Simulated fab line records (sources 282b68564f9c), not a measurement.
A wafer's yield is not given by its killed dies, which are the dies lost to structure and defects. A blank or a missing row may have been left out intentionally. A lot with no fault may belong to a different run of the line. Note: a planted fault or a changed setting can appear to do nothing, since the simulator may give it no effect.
fab line records	flow rit-cmos
record: lots: 5	wafers: 23
route steps=202 shown ACTIVE@4 PWELL@40 PRETRO@65 GATE@81 NLDD@111 M1@202
start-h: hours from the record's first day to the start of the lot's first wafer shown	wait-h: time in hours since the lot's previous step	" unchanged from the row above	L1.1+2: several wafers, shown together as one row	- either no value or no given start	* or withheld: withheld	< > ~ a bound
route shown NAME@n: NAME is a module with steps in the file, n the number in the route of the first one	usual: mean/standard deviation of fault-free wafers	same: alike in all rows	chamber/n: place in a boat	sites: readings site by site	_std_site: how widely they spread, as a standard deviation	_edge_site: the outer-site mean with the inner-site mean subtracted	radius-mm: how far each site lies from the wafer's centre	mask NAME#n: copy n	behind: the last tool/chamber to shape the wafer	hold: why the lot was held/for how many hours/how that ended	device: which transistor (n, p or np) failed to switch	end of line: tests of these same wafers at the route's end	step lacking rows: just its recipe	killed: the dies lost at the first sort to structure and to defects; this is not the yield of the wafer	map: dies across one wafer; x = killed, . = not, _ = none there
set.NAME: the setting as run; set.NAME@STEP: as run at that earlier step	model.NAME: the simulator's own value behind a step, which no gauge read
lots with deliberately changed settings; one table per step, one row per wafer
== steps ==
step: RIT_ACTIVE_CVD_03
recipe: material: Si3N4	target-thk-nm: 150	temp-c: 810	precursor: SiH2Cl2/NH3	time-s: 1500	pressure-mtorr: 300	sih2cl2-flow-sccm: 60	nh3-flow-sccm: 150
lot.wafer	tool	chamber	start-h	wait-h	set.pressure-mtorr	model.Si3N4_of_ACTIVE_CVD_03.thk-nm
L074.1	-	-	-	0.1	314.7	153.3
L074.2	"	-	"	"	314.7	153.8
L074.4+6	"	-	"	"	314.7	152.7
L074.5	"	-	"	"	314.7	152.9
L076.1	-	-	-	0.1	344.6	156.3
L076.3	"	-	"	"	344.6	157.4
L076.4	"	-	"	"	344.6	155.4
L076.5	"	-	"	"	344.6	156.4
L076.6	"	-	"	"	344.6	156
L077.1	-	-	-	0.1	264.1	144.3
L077.2	"	-	"	"	264.1	144.5
L077.3	"	-	"	"	264.1	142.9
L077.5	"	-	"	"	264.1	143.6
L077.6	"	-	"	"	264.1	143.3
L079.1	lpcvd-02	0	37.11	0.1	300	148.9
L079.2	"	0	"	"	300	149.8
L079.4	"	0	"	"	300	149
L084.1	-	-	-	0.1	256.7	143.5
L084.2	"	-	"	"	256.7	144.1
L084.3	"	-	"	"	256.7	142
L084.4+5	"	-	"	"	256.7	142.9
step: RIT_ACTIVE_THK_MEAS_04
recipe: reads: Si3N4_of_ACTIVE_CVD_03
usual: ACTIVE_NITRIDE_THK: 149.6/1.2
lot.wafer	tool	chamber	start-h	wait-h	set.pressure-mtorr@ACTIVE_CVD_03	ACTIVE_NITRIDE_THK[nm]
L074.1	film-metro-01	-	-	-	314.7	153.3
L074.2	"	-	"	"	314.7	153.7
L074.4	"	-	"	"	314.7	152.6
L074.5	"	-	"	"	314.7	152.9
L074.6	"	-	"	"	314.7	152.7
L076.1	film-metro-01	-	-	-	344.6	156.1
L076.3	"	-	"	"	344.6	157.3
L076.4	"	-	"	"	344.6	155.5
L076.5	"	-	"	"	344.6	156.5
L076.6	"	-	"	"	344.6	156.0
L077.1	film-metro-01	-	-	-	264.1	144.4
L077.2	"	-	"	"	264.1	144.4
L077.3	"	-	"	"	264.1	142.8
L077.5	"	-	"	"	264.1	143.6
L077.6	"	-	"	"	264.1	143.2
L079.1	film-metro-03	-	39.24	0.0	300	148.9
L079.2	"	-	"	"	300	149.9
L079.4	"	-	"	"	300	149.1
L084.1	film-metro-03	-	-	-	256.7	143.5
L084.2	"	-	"	"	256.7	144.1
L084.3	"	-	"	"	256.7	142.1
L084.4	"	-	"	"	256.7	142.9
L084.5	"	-	"	"	256.7	143.0
step: RIT_ACTIVE_COAT_06
recipe: resist: NOVOLAK	spin-rpm: 3250	resist-thk-nm: 1000
lot.wafer	tool	chamber	start-h	wait-h	set.resist-thk-nm	model.NOVOLAK_of_ACTIVE_COAT_06.thk-nm
L074.1	litho-track-04	0	13.74	0.1	950.2	948.9
L074.2	"	0	"	"	950.2	951.5
L074.4	"	0	"	"	1000	1001
L074.5	"	0	"	"	1000	999.7
L074.6	"	0	"	"	1000	1002
L076.1+5	litho-track-03	0	23.86	0.1	1052	1053
L076.3	"	0	"	"	1000	1000
L076.4	"	0	"	"	1052	1052
L076.6	"	0	"	"	1000	1001
L077.1	litho-track-04	0	28.74	0.1	1000	995.9
L077.2	"	0	"	"	1000	995.7
L077.3+5	"	0	"	"	1032	1028
L077.6	"	0	"	"	1000	995.4
L079.1	litho-track-04	0	39.45	0.1	1000	1002
L079.2	"	0	"	"	1000	998.4
L079.4	"	0	"	"	1000	999.8
L084.1	litho-track-03	0	63.74	0.1	1000	998.6
L084.2	"	0	"	"	1000	995.3
L084.3	"	0	"	"	1000	995
L084.4	"	0	"	"	1000	996.5
L084.5	"	0	"	"	1000	993.4
step: RIT_ACTIVE_SOFTBAKE_07
recipe: resist: NOVOLAK	temp-c: 90	time-s: 60
step: RIT_ACTIVE_EXPOSE_08
recipe: mask-id: M1	na: 0.6	source-shape: conventional	sigma-outer: 0.6	target-cd-nm: 1400	dose-mj: 225
step: RIT_ACTIVE_DEVELOP_10
recipe: resist: NOVOLAK	develop-time-s: 50	dev-temp-c: 23.73
step: RIT_ACTIVE_HARDBAKE_12
recipe: resist: NOVOLAK	temp-c: 140	time-s: 60
lot.wafer	tool	chamber	start-h	wait-h	set.resist-thk-nm@ACTIVE_COAT_06	model.NOVOLAK_of_ACTIVE_COAT_06.thk-nm
L074.1	litho-track-02	0	14.56	0.1	950.2	839.1
L074.2	"	0	"	"	950.2	841.4
L074.4	"	0	"	"	1000	884.3
L074.5	"	0	"	"	1000	883.5
L074.6	"	0	"	"	1000	885.1
L076.1	litho-track-03	0	24.80	0.1	1052	929.8
L076.3	"	0	"	"	1000	884
L076.4	"	0	"	"	1052	929.6
L076.5	"	0	"	"	1052	930.4
L076.6	"	0	"	"	1000	885
L077.1	litho-track-03	0	29.56	0.1	1000	880.2
L077.2	"	0	"	"	1000	880
L077.3	"	0	"	"	1032	908.4
L077.5	"	0	"	"	1032	908.8
L077.6	"	0	"	"	1000	879.7
L079.1	litho-track-03	0	40.27	0.1	1000	885.6
L079.2	"	0	"	"	1000	882.4
L079.4	"	0	"	"	1000	883.5
L084.1	litho-track-03	0	64.68	0.1	1000	882.6
L084.2	"	0	"	"	1000	879.7
L084.3	"	0	"	"	1000	879.3
L084.4	"	0	"	"	1000	880.7
L084.5	"	0	"	"	1000	878
step: RIT_ACTIVE_ETCH_13
recipe: stop-on: SiO2	chemistry: SF6	target: Si3N4	time-s: 210	over-etch-frac: 0.4	SF6_flow_sccm: 200	pressure-mtorr: 260	rf-w: 125	target-depth-a: 2100
lot.wafer	tool	chamber	start-h	wait-h	set.pressure-mtorr@ACTIVE_CVD_03	set.resist-thk-nm@ACTIVE_COAT_06	model.NOVOLAK_of_ACTIVE_COAT_06.thk-nm	model.etch.depth-nm	model.ACTIVE.feature-depth-nm
L074.1	rie-diel-01	1	14.71	0.1	314.7	950.2	610.3	153.3	153.3
L074.2	"	0	"	"	314.7	950.2	609.5	-	154.2
L074.4	"	2	"	"	314.7	1000	654.4	152.7	153.3
L074.5	"	0	"	"	314.7	1000	652.2	-	153.3
L074.6	"	1	"	"	314.7	1000	657.1	-	152.7
L076.1	rie-diel-03	1	24.95	0.1	344.6	1052	697.4	-	156.9
L076.3	"	2	"	"	344.6	1000	654.9	-	157.4
L076.4	"	0	"	"	344.6	1052	696	155.4	155.9
L076.5	"	0	"	"	344.6	1052	696.6	156.4	156.9
L076.6	"	1	"	"	344.6	1000	652.5	-	156.6
L077.1	rie-diel-02	0	29.71	0.1	264.1	1000	654.1	144.3	144.3
L077.2	"	2	"	"	264.1	1000	647.1	144.5	145.2
L077.3	"	3	"	"	264.1	1032	677.3	142.9	143
L077.5	"	3	"	"	264.1	1032	680.8	143.6	143.7
L077.6	"	2	"	"	264.1	1000	647.8	143.3	144
L079.1	rie-diel-01	3	40.42	0.1	300	1000	656.2	148.9	149.3
L079.2	"	1	"	"	300	1000	655.5	149.8	149.8
L079.4	"	3	"	"	300	1000	653.6	149	149.4
L084.1	rie-diel-01	3	64.83	0.1	256.7	1000	651.5	143.5	143.9
L084.2	"	1	"	"	256.7	1000	652.8	144.1	144.1
L084.3	"	0	"	"	256.7	1000	650.5	-	142.4
L084.4	"	1	"	"	256.7	1000	654	-	142.9
L084.5	"	0	"	"	256.7	1000	648.1	142.9	143.3
step: RIT_PWELL_COAT_01
recipe: resist: NOVOLAK	spin-rpm: 2000	resist-thk-nm: 1300
lot.wafer	tool	chamber	start-h	wait-h	set.spin-rpm	model.NOVOLAK_of_PWELL_COAT_01.thk-nm
L074.1	litho-track-04	0	21.82	0.1	2000	1300
L074.2+5+6	"	0	"	"	2000	1302
L074.4	"	0	"	"	2000	1299
L076.1	litho-track-01	0	31.36	0.1	2000	1302
L076.3	"	0	"	"	2000	1305
L076.4	"	0	"	"	2000	1301
L076.5	"	0	"	"	2067	1284
L076.6	"	0	"	"	2067	1281
L077.1+5	litho-track-03	0	36.27	0.1	2043	1290
L077.2	"	0	"	"	2043	1293
L077.3	"	0	"	"	2000	1303
L077.6	"	0	"	"	2000	1306
L079.1	litho-track-03	0	47.54	0.1	2000	1297
L079.2	"	0	"	"	2000	1303
L079.4	"	0	"	"	2000	1300
L084.1	litho-track-03	0	72.41	0.1	2000	1288
L084.2	"	0	"	"	2000	1292
L084.3	"	0	"	"	1893	1326
L084.4	"	0	"	"	1893	1330
L084.5	"	0	"	"	2000	1295
step: RIT_PWELL_HARDBAKE_07
recipe: resist: NOVOLAK	temp-c: 140	time-s: 120
lot.wafer	tool	chamber	start-h	wait-h	set.temp-c	set.spin-rpm@PWELL_COAT_01	model.NOVOLAK_of_PWELL_COAT_01.thk-nm
L074.1	litho-track-01	0	22.59	0.0	140	2000	1137
L074.2+6	"	0	"	"	140	2000	1139
L074.4	"	0	"	"	140	2000	1136
L074.5	"	0	"	"	140	2000	1138
L076.1	litho-track-01	0	32.12	0.0	141.1	2000	1137
L076.3	"	0	"	"	140	2000	1141
L076.4	"	0	"	"	141.1	2000	1136
L076.5	"	0	"	"	140	2067	1123
L076.6	"	0	"	"	141.1	2067	1119
L077.1+5	litho-track-03	0	37.18	0.0	140	2043	1128
L077.2	"	0	"	"	140	2043	1131
L077.3	"	0	"	"	140	2000	1140
L077.6	"	0	"	"	140	2000	1142
L079.1	litho-track-04	0	48.34	0.0	140	2000	1134
L079.2	"	0	"	"	140	2000	1140
L079.4	"	0	"	"	140	2000	1137
L084.1	litho-track-01	0	73.18	0.0	137.8	2000	1130
L084.2	"	0	"	"	137.8	2000	1134
L084.3	"	0	"	"	137.8	1893	1163
L084.4	"	0	"	"	140	1893	1163
L084.5	"	0	"	"	140	2000	1133
step: RIT_PRETRO_COAT_01
recipe: resist: NOVOLAK	spin-rpm: 2000	resist-thk-nm: 1300
lot.wafer	tool	chamber	start-h	wait-h	set.spin-rpm	model.NOVOLAK_of_PRETRO_COAT_01.thk-nm
L074.1	litho-track-03	0	30.25	0.1	2000	1301
L074.2	"	0	"	"	2060	1276
L074.4	"	0	"	"	2000	1300
L074.5	"	0	"	"	2000	1297
L074.6	"	0	"	"	2060	1277
L076.1	litho-track-02	0	40.24	0.1	1938	1321
L076.3	"	0	"	"	2000	1298
L076.4	"	0	"	"	1938	1319
L076.5	"	0	"	"	1938	1322
L076.6	"	0	"	"	2000	1294
L077.1+2	litho-track-03	0	45.45	0.1	2000	1301
L077.3	"	0	"	"	2000	1299
L077.5	"	0	"	"	2057	1282
L077.6	"	0	"	"	2057	1278
L079.1	litho-track-02	0	56.24	0.1	2000	1298
L079.2	"	0	"	"	2000	1300
L079.4	"	0	"	"	2000	1295
L084.1	litho-track-02	0	80.84	0.1	2110	1267
L084.2	"	0	"	"	2000	1302
L084.3	"	0	"	"	2110	1268
L084.4	"	0	"	"	2110	1265
L084.5	"	0	"	"	2000	1299
step: RIT_PRETRO_SOFTBAKE_02
recipe: resist: NOVOLAK	temp-c: 90	time-s: 60
step: RIT_PRETRO_EXPOSE_03
recipe: mask-id: M5	na: 0.57	target-cd-nm: 43700	dose-mj: 250
step: RIT_PRETRO_DEVELOP_05
recipe: resist: NOVOLAK	develop-time-s: 68	dev-temp-c: 23
step: RIT_PRETRO_HARDBAKE_07
recipe: resist: NOVOLAK	temp-c: 140	time-s: 120
lot.wafer	tool	chamber	start-h	wait-h	set.spin-rpm@PRETRO_COAT_01	model.NOVOLAK_of_PRETRO_COAT_01.thk-nm
L074.1	litho-track-04	0	31.01	0.0	2000	1138
L074.2	"	0	"	"	2060	1116
L074.4	"	0	"	"	2000	1137
L074.5	"	0	"	"	2000	1134
L074.6	"	0	"	"	2060	1117
L076.1	litho-track-03	0	41.00	0.0	1938	1155
L076.3	"	0	"	"	2000	1135
L076.4	"	0	"	"	1938	1153
L076.5	"	0	"	"	1938	1156
L076.6	"	0	"	"	2000	1131
L077.1	litho-track-02	0	46.54	0.1	2000	1137
L077.2	"	0	"	"	2000	1138
L077.3	"	0	"	"	2000	1136
L077.5	"	0	"	"	2057	1122
L077.6	"	0	"	"	2057	1118
L079.1	litho-track-02	0	57.01	0.0	2000	1135
L079.2	"	0	"	"	2000	1137
L079.4	"	0	"	"	2000	1133
L084.1+3	litho-track-04	0	81.60	0.0	2110	1109
L084.2	"	0	"	"	2000	1138
L084.4	"	0	"	"	2110	1107
L084.5	"	0	"	"	2000	1136
step: RIT_GATE_OXIDATION_05
recipe: temp-c: 900	ambient: O2	target-thk-a: 30	ox-time-s: 270
lot.wafer	tool	chamber	start-h	wait-h	set.ox-time-s	model.SiO2_of_GATE_OXIDATION_05.thk-nm
L074.1	-	-	-	0.1	230.7	2.645
L074.2	"	-	"	"	230.7	2.679
L074.4	"	-	"	"	230.7	2.683
L074.5	"	-	"	"	230.7	2.687
L074.6	"	-	"	"	230.7	2.678
L076.1	-	-	-	0.1	270	2.913
L076.3	"	-	"	"	270	2.963
L076.4	"	-	"	"	270	2.857
L076.5	"	-	"	"	270	2.933
L076.6	"	-	"	"	270	2.916
L077.1	-	-	-	0.5	249.2	2.861
L077.2	"	-	"	"	249.2	2.885
L077.3	"	-	"	"	249.2	2.853
L077.5	"	-	"	"	249.2	2.837
L077.6	"	-	"	"	249.2	2.929
L079.1	furnace-01	0	58.14	0.1	270	3.033
L079.2	"	0	"	"	270	2.985
L079.4	"	0	"	"	270	3.059
L084.1	-	-	-	0.1	253.3	2.854
L084.2	"	-	"	"	253.3	2.825
L084.3	"	-	"	"	253.3	2.853
L084.4	"	-	"	"	253.3	2.85
L084.5	"	-	"	"	253.3	2.813
step: RIT_GATE_EXPOSE_13
recipe: mask-id: M6	na: 0.6	source-shape: conventional	sigma-outer: 0.6	target-cd-nm: 150	dose-mj: 380
lot.wafer	tool	chamber	start-h	wait-h	mask	set.dose-mj
L074.1+2	iline-stepper-02	0	36.29	0.1	M6#0	364
L074.4+5+6	"	0	"	"	M6#0	380
L076.1+3+6	iline-stepper-02	0	45.63	0.1	M6#0	380
L076.4+5	"	0	"	"	M6#0	361.6
L077.1+5	iline-stepper-02	0	51.65	0.1	M6#0	380
L077.2+3+6	"	0	"	"	M6#0	397.5
L079.1+2+4	iline-stepper-02	0	61.77	0.2	M6#0	380
L084.1+5	iline-stepper-01	0	86.26	0.1	M6#0	359.4
L084.2+3+4	"	0	"	"	M6#0	380
step: RIT_GATE_PEB_14
recipe: resist: NOVOLAK	temp-c: withheld	time-s: withheld
step: RIT_GATE_DEVELOP_15
recipe: resist: NOVOLAK	develop-time-s: 50	dev-temp-c: 23
step: RIT_GATE_CD_MEAS_16
recipe: target-cd-nm: 150
usual: cd-nm: 149.3/1.7
lot.wafer	tool	chamber	start-h	wait-h	set.dose-mj@GATE_EXPOSE_13	cd-nm
L074.1	cd-sem-02	-	36.69	-	364	170.4
L074.2	"	-	"	"	364	169.8
L074.4	"	-	"	"	380	146.6
L074.5	"	-	"	"	380	147.6
L074.6	"	-	"	"	380	148.8
L076.1	cd-sem-02	-	46.05	-	380	149.7
L076.3	"	-	"	"	380	149.1
L076.4	"	-	"	"	361.6	170.4
L076.5	"	-	"	"	361.6	174.7
L076.6	"	-	"	"	380	148.3
L077.1	cd-sem-02	-	52.05	-	380	146.9
L077.2	"	-	"	"	397.5	125.7
L077.3	"	-	"	"	397.5	122.6
L077.5	"	-	"	"	380	150.5
L077.6	"	-	"	"	397.5	126.2
L079.1	cd-sem-01	-	62.17	-	380	149.9
L079.2	"	-	"	"	380	148.6
L079.4	"	-	"	"	380	149.1
L084.1	cd-sem-01	-	86.66	-	359.4	178.9
L084.2	"	-	"	"	380	152.3
L084.3	"	-	"	"	380	149.5
L084.4	"	-	"	"	380	152.6
L084.5	"	-	"	"	359.4	180.5
step: RIT_GATE_ETCH_19
recipe: chemistry: SF6/CHF3/O2	time-s: 165	SF6_flow_sccm: 30	CHF3_flow_sccm: 30	O2_flow_sccm: 5	target: poly-Si	pressure-mtorr: 40	rf-w: 160	target-depth-a: 3125	over-etch-frac: 0.25	stop-on: SiO2
usual: oes-product-au: 0.853/0.014
lot.wafer	tool	chamber	start-h	wait-h	set.time-s	set.dose-mj@GATE_EXPOSE_13	oes-product-au	model.GATE.cd-nm	model.NOVOLAK_of_GATE_COAT_11.thk-nm
L074.1	rie-si-02	2	37.00	0.1	165	364	0.837	170.2	672.5
L074.2	"	3	"	"	165	364	0.852	169.6	668.3
L074.4	"	1	"	"	165	380	0.823	146.3	672
L074.5	"	0	"	"	165	380	0.850	147.6	669.6
L074.6	"	3	"	"	165	380	0.856	148.6	665.6
L076.1	rie-si-02	3	46.54	0.1	165	380	0.856	149.6	667.4
L076.3	"	2	"	"	146.8	380	0.921	149.7	681.1
L076.4	"	0	"	"	146.8	361.6	0.923	170.7	677
L076.5	"	1	"	"	165	361.6	0.824	174.3	667.8
L076.6	"	0	"	"	146.8	380	0.917	148.3	677.4
L077.1	rie-si-01	1	52.36	0.1	157.5	380	0.873	147.3	672.2
L077.2	"	3	"	"	165	397.5	0.870	125.4	669.6
L077.3	"	2	"	"	157.5	397.5	0.888	122.4	673.9
L077.5	"	3	"	"	165	380	0.869	150.7	670.8
L077.6	"	0	"	"	157.5	397.5	0.893	126.2	675.3
L079.1	rie-si-01	3	62.58	0.1	165	380	0.885	-	674.1
L079.2	"	2	"	"	165	380	0.860	148.9	672.8
L079.4	"	0	"	"	165	380	0.853	149.4	675
L084.1	rie-si-02	2	86.97	0.1	165	359.4	0.851	178.9	671.4
L084.2	"	3	"	"	165	380	0.871	152.7	669.5
L084.3	"	0	"	"	165	380	0.862	149.5	670.9
L084.4	"	1	"	"	165	380	0.839	152.2	670.2
L084.5	"	2	"	"	165	359.4	0.855	180.6	671.1
step: RIT_GATE_STRIP_20
recipe: chemistry: O2	time-s: 180	resist: NOVOLAK	platen-temp-c: withheld	power-w: 500	pressure-mtorr: 4000	o2-flow-sccm: 4000
step: RIT_GATE_CD_MEAS_90
recipe: target-cd-nm: 150
usual: cd-nm: 149.3/1.7
lot.wafer	tool	chamber	start-h	wait-h	set.dose-mj@GATE_EXPOSE_13	cd-nm
L074.1	cd-sem-02	-	37.28	0.1	364	170.3
L074.2	"	-	"	"	364	169.9
L074.4	"	-	"	"	380	146.1
L074.5	"	-	"	"	380	147.5
L074.6	"	-	"	"	380	148.7
L076.1	cd-sem-02	-	46.83	0.1	380	149.6
L076.3	"	-	"	"	380	149.6
L076.4	"	-	"	"	361.6	171.0
L076.5	"	-	"	"	361.6	174.2
L076.6	"	-	"	"	380	148.4
L077.1	cd-sem-02	-	52.65	0.1	380	147.5
L077.2	"	-	"	"	397.5	125.5
L077.3	"	-	"	"	397.5	122.4
L077.5	"	-	"	"	380	150.6
L077.6	"	-	"	"	397.5	126.2
L079.1	cd-sem-01	-	62.86	0.1	380	149.9
L079.2	"	-	"	"	380	148.9
L079.4	"	-	"	"	380	149.6
L084.1	cd-sem-01	-	87.25	0.1	359.4	179.0
L084.2	"	-	"	"	380	152.8
L084.3	"	-	"	"	380	149.3
L084.4	"	-	"	"	380	152.5
L084.5	"	-	"	"	359.4	180.4
step: RIT_NLDD_IMPLANT_08
recipe: species: P	energy-kev: 20	dose-cm2: 5e+14	tilt-deg: 7
lot.wafer	tool	chamber	start-h	wait-h	set.dose-cm2
L074.1+4	implanter-03	0	41.93	0.1	5.279e+14
L074.2+5+6	"	0	"	"	5e+14
L076.1+6	implanter-01	0	51.80	0.1	4.869e+14
L076.3+4+5	"	0	"	"	5e+14
L077.1+5+6	implanter-04	0	57.06	0.1	5e+14
L077.2+3	"	0	"	"	5.334e+14
L079.1+2+4	implanter-04	0	67.20	0.1	5e+14
L084.1+2+5	implanter-03	0	91.71	0.1	4.858e+14
L084.3+4	"	0	"	"	5e+14
step: RIT_NLDD_STRIP_09
recipe: chemistry: O2	time-s: 180	resist: NOVOLAK	platen-temp-c: withheld	power-w: 484.9	pressure-mtorr: 4000	o2-flow-sccm: 4000
step: RIT_NLDD_TW_MEAS_10
usual: NLDD_TW: 2474/14
lot.wafer	tool	chamber	start-h	wait-h	set.dose-cm2@NLDD_IMPLANT_08	NLDD_TW
L074.1	film-metro-02	-	42.25	0.1	5.279e+14	2520
L074.2	"	-	"	"	5e+14	2486
L074.4	"	-	"	"	5.279e+14	2505
L074.5	"	-	"	"	5e+14	2499
L074.6	"	-	"	"	5e+14	2487
L076.1	film-metro-03	-	52.13	0.1	4.869e+14	2464
L076.3	"	-	"	"	5e+14	2470
L076.4	"	-	"	"	5e+14	2470
L076.5	"	-	"	"	5e+14	2461
L076.6	"	-	"	"	4.869e+14	2450
L077.1	film-metro-02	-	57.38	0.1	5e+14	2493
L077.2	"	-	"	"	5.334e+14	2529
L077.3	"	-	"	"	5.334e+14	2529
L077.5	"	-	"	"	5e+14	2469
L077.6	"	-	"	"	5e+14	2479
L079.1	film-metro-02	-	67.53	0.1	5e+14	2488
L079.2	"	-	"	"	5e+14	2480
L079.4	"	-	"	"	5e+14	2478
L084.1	film-metro-01	-	92.04	0.1	4.858e+14	2464
L084.2	"	-	"	"	4.858e+14	2456
L084.3	"	-	"	"	5e+14	2488
L084.4	"	-	"	"	5e+14	2479
L084.5	"	-	"	"	4.858e+14	2462
step: RIT_M1_PROBE_99
lot.wafer	tool	chamber	start-h	wait-h	set.dose-mj@GATE_EXPOSE_13	model.etest.nmos_0p15.drive-ua-um	model.etest.pmos_0p15.drive-ua-um
L074.1	prober-02	-	57.49	0.1	364	444.4	237.2
L074.2	prober-02	-	57.54	0.1	364	445.1	238.6
L074.4	prober-02	-	57.64	0.2	380	540.6	298.7
L074.5	prober-02	-	57.69	0.2	380	516.9	287.4
L074.6	prober-02	-	57.74	0.2	380	512.7	284.1
L076.1	prober-02	-	68.58	0.1	380	474.8	265.7
L076.3	prober-02	-	68.68	0.2	380	463.9	258.9
L076.4	prober-02	-	68.73	0.2	361.6	413.9	226.1
L076.6	prober-02	-	68.83	0.2	380	467.2	272.6
L077.1	prober-01	-	72.86	0.1	380	495.7	278.8
L077.2	prober-01	-	72.91	0.1	397.5	616.4	354.3
L077.3	prober-01	-	72.96	0.2	397.5	633.3	364.2
L077.5	prober-01	-	73.06	0.2	380	476.5	270.1
L077.6	prober-01	-	73.11	0.2	397.5	581.6	337.4
L079.1	prober-01	-	83.10	0.1	380	482.2	266.4
L079.2	prober-01	-	83.15	0.1	380	494.4	266.2
L079.4	prober-01	-	83.25	0.2	380	485.6	259.1
L084.2	prober-02	-	107.30	0.1	380	463.5	271.1
L084.3	prober-02	-	107.35	0.2	380	491	287.7
L084.4	prober-02	-	107.40	0.2	380	466.7	270.2
L084.5	prober-02	-	107.45	0.2	359.4	383.9	216.2
killed by level:class
L079.1 GATE:geometric-particle:short=2 SILICIDE:geometric-particle:short=2 FOX1:geometric-particle:open=1 GATE:geometric-particle:open=1 REOX:geometric-particle:short=1 SPACER:geometric-particle:open=1 NRETRO:coat-microbubble-printed=1
L079.2 GATE:geometric-particle:open=2 REOX:geometric-particle:short=1 SILICIDE:geometric-particle:short=1 SILICIDE:geometric-particle:open=1
L079.4 FOX1:geometric-particle:short=1 GATE:geometric-particle:open=1 SPACER:geometric-particle:short=1 SILICIDE:geometric-particle:open=1
== key ==
split: step: RIT_ACTIVE_CVD_03	setting: pressure-mtorr	stated: 300	by: lot
response: step: RIT_ACTIVE_CVD_03	reading: model.Si3N4_of_ACTIVE_CVD_03.thk-nm	change: +0.473	per: 1%	r: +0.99
response: step: RIT_ACTIVE_THK_MEAS_04	reading: ACTIVE_NITRIDE_THK	change: +0.472	per: 1%	r: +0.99
response: step: RIT_ACTIVE_ETCH_13	reading: model.etch.depth-nm	change: +0.456	per: 1%	r: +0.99
response: step: RIT_ACTIVE_ETCH_13	reading: model.ACTIVE.feature-depth-nm	change: +0.477	per: 1%	r: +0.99
split: step: RIT_ACTIVE_COAT_06	setting: resist-thk-nm	stated: 1000	by: wafer
response: step: RIT_ACTIVE_COAT_06	reading: model.NOVOLAK_of_ACTIVE_COAT_06.thk-nm	change: +10.1	per: 1%	r: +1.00
response: step: RIT_ACTIVE_HARDBAKE_12	reading: model.NOVOLAK_of_ACTIVE_COAT_06.thk-nm	change: +8.81	per: 1%	r: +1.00
response: step: RIT_ACTIVE_ETCH_13	reading: model.NOVOLAK_of_ACTIVE_COAT_06.thk-nm	change: +8.7	per: 1%	r: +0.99
split: step: RIT_PWELL_COAT_01	setting: spin-rpm	stated: 2000	by: wafer
response: step: RIT_PWELL_COAT_01	reading: model.NOVOLAK_of_PWELL_COAT_01.thk-nm	change: -6.54	per: 1%	r: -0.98
response: step: RIT_PWELL_HARDBAKE_07	reading: model.NOVOLAK_of_PWELL_COAT_01.thk-nm	change: -5.55	per: 1%	r: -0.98
split: step: RIT_PWELL_HARDBAKE_07	setting: temp-c	stated: 140	by: wafer
response none clear
split: step: RIT_PRETRO_COAT_01	setting: spin-rpm	stated: 2000	by: wafer
response: step: RIT_PRETRO_COAT_01	reading: model.NOVOLAK_of_PRETRO_COAT_01.thk-nm	change: -6.8	per: 1%	r: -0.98
response: step: RIT_PRETRO_HARDBAKE_07	reading: model.NOVOLAK_of_PRETRO_COAT_01.thk-nm	change: -5.84	per: 1%	r: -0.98
split: step: RIT_GATE_OXIDATION_05	setting: ox-time-s	stated: 270	by: lot
response: step: RIT_GATE_OXIDATION_05	reading: model.SiO2_of_GATE_OXIDATION_05.thk-nm	change: +0.0187	per: 1%	r: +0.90
split: step: RIT_GATE_EXPOSE_13	setting: dose-mj	stated: 380	by: wafer
response: step: RIT_GATE_CD_MEAS_16	reading: cd-nm	change: -5.14	per: 1%	r: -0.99
response: step: RIT_GATE_ETCH_19	reading: model.GATE.cd-nm	change: -5.15	per: 1%	r: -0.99
response: step: RIT_GATE_CD_MEAS_90	reading: cd-nm	change: -5.16	per: 1%	r: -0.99
response: step: RIT_M1_PROBE_99	reading: model.etest.nmos_0p15.drive-ua-um	change: +19.1	per: 1%	r: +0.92
response: step: RIT_M1_PROBE_99	reading: model.etest.pmos_0p15.drive-ua-um	change: +12.5	per: 1%	r: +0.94
split: step: RIT_GATE_ETCH_19	setting: time-s	stated: 165	by: wafer
response: step: RIT_GATE_ETCH_19	reading: oes-product-au	change: -0.00672	per: 1%	r: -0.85
response: step: RIT_GATE_ETCH_19	reading: model.NOVOLAK_of_GATE_COAT_11.thk-nm	change: -0.957	per: 1%	r: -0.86
split: step: RIT_NLDD_IMPLANT_08	setting: dose-cm2	stated: 5e+14	by: wafer
response: step: RIT_NLDD_TW_MEAS_10	reading: NLDD_TW	change: +5.97	per: 1%	r: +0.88
